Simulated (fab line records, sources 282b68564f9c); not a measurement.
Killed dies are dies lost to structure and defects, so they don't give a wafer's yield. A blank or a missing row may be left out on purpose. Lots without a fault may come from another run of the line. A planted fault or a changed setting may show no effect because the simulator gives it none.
Which tool did it? | flow rit_cmos | 15 lots, 45 wafers sampled, at 2 steps of a route of 202

WHAT THE GAUGES READ, wafer by wafer
The record holds no reading of a measuring or inspecting step that can be judged against a usual standard deviation.

WHICH TOOL RAN EACH LOT (tool, then ch and the chambers of the sampled wafers, then the start)
lot  | RIT_NRETRO_IMPLANT_08          | RIT_M1_PROBE_99
L897 | implanter-03 ch 0, day 2 08:40 | -
L899 | implanter-03 ch 0, day 2 17:26 | prober-02, day 3 21:23
L900 | implanter-04 ch 0, day 3 02:37 | -
L901 | implanter-03 ch 0, day 3 07:28 | -
L902 | implanter-04 ch 0, day 3 13:11 | -
L903 | implanter-01 ch 0, day 3 13:17 | -
L904 | implanter-04 ch 0, day 3 18:44 | -
L906 | implanter-04 ch 0, day 4 05:05 | -
L907 | implanter-04 ch 0, day 4 09:43 | -
L908 | implanter-03 ch 0, day 4 14:13 | -
L909 | implanter-04 ch 0, day 4 20:29 | -
L910 | implanter-04 ch 0, day 5 01:10 | -
L917 | implanter-01 ch 0, day 6 11:02 | -
L918 | implanter-01 ch 0, day 6 16:39 | prober-01, day 7 23:13
L920 | implanter-03 ch 0, day 7 03:11 | prober-01, day 8 11:46
- RIT_NRETRO_IMPLANT_08
- RIT_M1_PROBE_99

WHAT THE TOOLS THEMSELVES READ (means of the sampled wafers that have a number; where no wafer has one, the mark that the record gives instead)
RIT_NRETRO_IMPLANT_08.
lot  | tool         | tilt_deg (degrees)
L897 | implanter-03 | 7.004
L899 | implanter-03 | 7.003
L900 | implanter-04 | 7.009
L901 | implanter-03 | 7.009
L902 | implanter-04 | 7.007
L903 | implanter-01 | 6.960
L904 | implanter-04 | 7.012
L906 | implanter-04 | 6.979
L907 | implanter-04 | 8.303
L908 | implanter-03 | 6.996
L909 | implanter-04 | 8.282
L910 | implanter-04 | 8.295
L917 | implanter-01 | 7.018
L918 | implanter-01 | 6.982
L920 | implanter-03 | 7.000

RIT_M1_PROBE_99.
lot  | tool      | killed_at_contacts | killed_at_front_end | killed_dies | killed_open | killed_short
L899 | prober-02 | 0.0                | 7.7                 | 7.7         | 3.3         | 4
L918 | prober-01 | 0.3                | 6.7                 | 7.0         | 2.7         | 4
L920 | prober-01 | 0.3                | 4.3                 | 4.7         | 2.7         | 2

THE ANSWER, worked out from the rows above alone
Rule: what is usual is taken from the lots themselves. Put in order of their means at a reading, lots are off if they are a third of the lots or fewer, leave a main group of 4 or more, and stand apart from it by a gap of 3 or more times the standard deviation of the main group's means; of several such gaps the widest counts. A main group whose means are all the same, to the digits that the tables above print for the reading, isn't used. A lot without any number at a reading at which 4 lots or more have one is off too. The other lots that the step has rows for count as sound. The gauges are gone through in route order, then the tools' own readings, and for those a lot's mean is taken as printed above. The first step at which some lot is off is used, and at that step the reading that is off furthest; a lot without a number counts as furthest.
Off: L907, L909, L910, at RIT_NRETRO_IMPLANT_08 (tilt_deg). The main group: mean 6.998 degrees, standard deviation 0.016.
A tool fits if, at that step or a process step before it, it ran every lot that is off, and no sound lot after the first of them. One fits: implanter-04 at RIT_NRETRO_IMPLANT_08. Its last sound lot is L906 (day 4 05:05), its first lot that is off L907 (day 4 09:43): a fault that began between those two fits.
The tool's own readings at RIT_NRETRO_IMPLANT_08 bear it out: on the lots that are off they differ by more than 5 times the standard deviation of the sound lots' means. tilt_deg reads 8.293 degrees there against 6.998 degrees on the sound lots.

WHAT THE SIMULATOR HAD PUT IN
Process parameter drift: implanter-04, from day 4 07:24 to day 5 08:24, at RIT_NRETRO_IMPLANT_08. Setting tilt_deg, moved by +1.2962, from 7. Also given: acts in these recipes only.
Lots struck among those shown: L907, L909, L910. The rule above found the same.
